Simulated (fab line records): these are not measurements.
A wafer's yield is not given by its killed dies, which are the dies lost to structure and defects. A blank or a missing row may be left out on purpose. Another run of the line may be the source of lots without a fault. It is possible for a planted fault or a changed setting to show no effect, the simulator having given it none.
Which of the tools did it?	flow berkeley-cmos170	Sampling: 14 lots, 42 wafers, 5 of 331 route steps

## WHAT THE GAUGES SHOWED, per wafer
UCB170_NSD_OVL_MEAS_07. Usual: NSD_OVL typically reads -1 nm, with standard deviation 5.2.
lot	measured	on	NSD_OVL (nm)	flag
L154	day 6 05:10	overlay-02	3 3 -3	
L155	day 6 08:38	overlay-02	-6 -4 -2	
L157	day 7 04:51	overlay-02	-4 0 1	
L158	day 7 05:08	overlay-01	-7 -5 -3	
L156	day 7 05:22	overlay-01	-3 -3 -1	
L159	day 7 12:10	overlay-02	5 -6 -1	
L160	day 7 12:26	overlay-01	2 -1 3	
L162	day 7 12:49	overlay-02	15 13 7	
L166	day 9 03:13	overlay-01	3 2 6	
L169	day 9 11:08	overlay-02	-1 1 -3	
L171	day 9 16:31	overlay-01	3 3 1	
L170	day 9 16:43	overlay-01	-6 -2 -1	
L174	day 10 16:11	overlay-01	-9 -4 -3	
L177	day 11 07:10	overlay-01	4 6 4	

UCB170_NSD_TW_MEAS_10. Usual: NSD_TW typically reads 4194, with standard deviation 28.
lot	measured	on	NSD_TW	flag
L154	day 6 05:28	film-metro-04	4174 4185 4180	
L155	day 6 08:55	film-metro-03	4218 4215 4211	
L157	day 7 05:08	film-metro-04	4172 4154 4177	
L158	day 7 05:25	film-metro-02	4236 4255 4234	
L156	day 7 05:40	film-metro-03	4163 4159 4161	
L159	day 7 12:27	film-metro-03	4175 4166 4192	
L160	day 7 12:44	film-metro-04	4177 4180 4179	
L162	day 7 13:05	film-metro-03	4197 4161 4155	
L166	day 9 03:31	film-metro-04	4150 4183 4181	
L169	day 9 11:25	film-metro-02	4236 4224 4242	
L171	day 9 16:48	film-metro-03	4157 4159 4177	
L170	day 9 17:00	film-metro-02	4264 4255 4234	
L174	day 10 16:28	film-metro-03	4180 4195 4177	
L177	day 11 07:27	film-metro-02	4171 4184 4175	

UCB170_V1_THK_MEAS_04. Usual: V1_POLISHED_THK typically reads 1000.2 nm, with standard deviation 1.1.
lot	measured	on	V1_POLISHED_THK (nm)	flag
L154	day 6 19:38	film-metro-01	1001.0 1001.9 1000.8	
L155	day 6 22:07	film-metro-03	999.9 1000.6 1001.6	
L157	day 7 20:16	film-metro-04	1000.6 999.1 1000.6	
L158	day 7 19:58	film-metro-03	1001.5 1000.7 1000.4	
L156	day 7 20:34	film-metro-01	998.1 1000.1 1000.1	
L159	day 8 01:09	film-metro-03	1002.8 1001.5 1001.1	
L160	day 8 01:28	film-metro-03	999.2 999.5 999.8	
L162	day 8 01:26	film-metro-01	1001.0 1000.3 1002.8	
L166	day 9 18:15	film-metro-01	999.7 1000.3 1000.4	
L169	day 10 01:33	film-metro-04	1001.3 999.1 1001.2	
L171	day 10 06:49	film-metro-01	1001.0 999.5 999.5	
L170	day 10 09:24	film-metro-04	999.0 999.4 999.4	
L174	day 11 05:04	film-metro-01	1000.2 999.9 999.4	
L177	day 12 00:20	film-metro-03	998.8 999.6 999.8	

UCB170_M2_RS_MEAS_02: the measuring method here is four-point-probe. Usual: M2_AL_RS typically reads 0.0321 ohm/sq, with standard deviation 0.00041.
lot	measured	on	M2_AL_RS (ohm/sq)	flag
L154	day 6 21:59	film-metro-02	0.0328 0.0325 0.0326	
L155	day 7 00:55	film-metro-01	0.0324 0.0322 0.0319	
L157	day 7 22:49	film-metro-03	0.0327 0.0326 0.0325	
L158	day 7 22:07	film-metro-01	0.0322 0.0321 0.0325	
L156	day 7 23:10	film-metro-03	0.0323 0.0323 0.0324	
L159	day 8 03:03	film-metro-02	0.0323 0.0319 0.0321	
L160	day 8 03:28	film-metro-01	0.0316 0.0316 0.0319	
L162	day 8 03:40	film-metro-02	0.0322 0.0317 0.0318	
L166	day 9 20:11	film-metro-02	0.0328 0.0334 0.0333	
L169	day 10 07:01	film-metro-01	0.0333 0.0330 0.0331	
L171	day 10 08:37	film-metro-03	0.0322 0.0322 0.0323	
L170	day 10 11:27	film-metro-03	0.0322 0.0320 0.0319	
L174	day 11 08:23	film-metro-02	0.0312 0.0317 0.0314	
L177	day 12 02:53	film-metro-01	0.0322 0.0323 0.0320	

## WHAT TOOL EACH LOT RAN ON (gives the tool, then ch and the chambers of the sampled wafers, and finally the start)
lot	UCB170_M2_SPUTTER_01
L154	pvd-sputter-01, day 6 21:53
L155	pvd-sputter-01, day 7 00:47
L157	pvd-sputter-01, day 7 22:44
L158	pvd-sputter-02, day 7 22:02
L156	pvd-sputter-03, day 7 23:05
L159	pvd-sputter-02, day 8 02:56
L160	pvd-sputter-03, day 8 03:19
L162	pvd-sputter-02, day 8 03:35
L166	pvd-sputter-02, day 9 20:05
L169	pvd-sputter-02, day 10 06:55
L171	pvd-sputter-03, day 10 08:31
L170	pvd-sputter-01, day 10 11:21
L174	pvd-sputter-03, day 11 08:18
L177	pvd-sputter-03, day 12 02:49
- UCB170_M2_SPUTTER_01: material Al, target thk 900 nm, time 120 s.

## WHAT THE TOOLS THEMSELVES READ (means of the sampled wafers that have a number; where no wafer has one, the mark that the record gives instead)
UCB170_M2_SPUTTER_01. Usual: chamber-pressure-pa 0.5002 Pa, standard deviation 0.00097; throttle-valve-pct 29.5 %, standard deviation 0.94.
lot	tool	chamber-pressure-pa (Pa)	throttle-valve-pct (%)	flag
L154	pvd-sputter-01	0.5002	29.8	
L155	pvd-sputter-01	0.5006	28.7	
L157	pvd-sputter-01	0.5001	28.6	
L158	pvd-sputter-02	0.5001	29.3	
L156	pvd-sputter-03	0.4991	29.7	
L159	pvd-sputter-02	0.4995	29.7	
L160	pvd-sputter-03	0.5003	29.5	
L162	pvd-sputter-02	0.5006	29.4	
L166	pvd-sputter-02	0.5680	27.8	OFF
L169	pvd-sputter-02	0.5683	27.7	OFF
L171	pvd-sputter-03	0.5004	28.7	
L170	pvd-sputter-01	0.5011	29.6	
L174	pvd-sputter-03	0.5002	29.9	
L177	pvd-sputter-03	0.5007	29.9	

## THE ANSWER, worked out from the rows above alone
Rule: lot off if the mean of its wafers having a number is beyond 3 standard deviations from the usual mean. Also off: a lot with no number at a reading for which 4 or more lots have one. The other lots that the step has rows for count as sound. The gauges are gone through in route order, then the tools' own readings, and for those a lot's mean is taken as printed above. The first step at which some lot is off is used, and at that step the reading that is off furthest; a lot without a number counts as furthest.
Off at UCB170_M2_SPUTTER_01 (chamber-pressure-pa): L166, L169.
A tool fits if, at that step or a process step before it, it ran every lot that is off, and no sound lot after the first of them. One fits: pvd-sputter-02 at UCB170_M2_SPUTTER_01. Its last sound lot is L162 (day 8 03:35), its first lot that is off L166 (day 9 20:05): a fault that began between those two fits.
The tool's own readings at UCB170_M2_SPUTTER_01 bear it out: on the lots that are off they differ by more than 5 times the standard deviation of the sound lots' means. chamber-pressure-pa reads 0.5681 Pa there against 0.5002 Pa on the sound lots.

## WHAT THE SIMULATOR PUT IN
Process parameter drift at UCB170_M2_SPUTTER_01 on pvd-sputter-02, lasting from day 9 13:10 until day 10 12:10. Setting chamber-pressure-pa, moved by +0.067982, from 0.5. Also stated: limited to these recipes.
Lots struck among those shown: L166, L169. Same finding as the rule above.
